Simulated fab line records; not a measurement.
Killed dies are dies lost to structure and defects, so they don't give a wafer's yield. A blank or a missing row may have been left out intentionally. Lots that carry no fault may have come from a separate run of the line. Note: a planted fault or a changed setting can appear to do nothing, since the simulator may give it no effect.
Which tool was responsible?    flow berkeley cmos170    7 lots (21 wafers sampled), 1 step of a 331-step route

== WHAT THE GAUGES SHOWED, per wafer ==
UCB170_FIELD_THK_MEAS_91.
lot   measured     on             FIELD_OXIDE_LEFT_2_THK (nm)
L143  day 6 03:15  film metro-01  339 344 349
L145  day 6 15:55  film metro-02  349 349 344
L149  day 7 15:50  film metro-02  374 374 370
L153  day 7 22:20  film metro-04  361 354 364
L158  day 9 10:14  film metro-04  348 349 351
L159  day 9 10:16  film metro-02  353 356 358
L162  day 9 18:30  film metro-01  352 341 340

== WHICH TOOL RAN EACH LOT (tool, then ch and the chambers of the sampled wafers, then the start) ==
Record: no process step prior to these readings.

== THE ANSWER, worked out from the rows above alone ==
Rule: what is usual is taken from the lots themselves. The widest of any qualifying gaps counts: lots, ordered by their means at a reading, are off when they make up no more than a third of the lots, leave a main group of 4 or more, and stand apart from it by 3 or more times the standard deviation of that group's means. The tables above print the reading to a certain number of digits; a main group whose means all agree to those digits is not used. Also off: a lot with no number at a reading for which 4 or more lots have one. Any other lot the step has rows for is counted as sound.
None of the lots is off at any reading shown; this tells nothing.

== WHAT THE SIMULATOR HAD PUT IN ==
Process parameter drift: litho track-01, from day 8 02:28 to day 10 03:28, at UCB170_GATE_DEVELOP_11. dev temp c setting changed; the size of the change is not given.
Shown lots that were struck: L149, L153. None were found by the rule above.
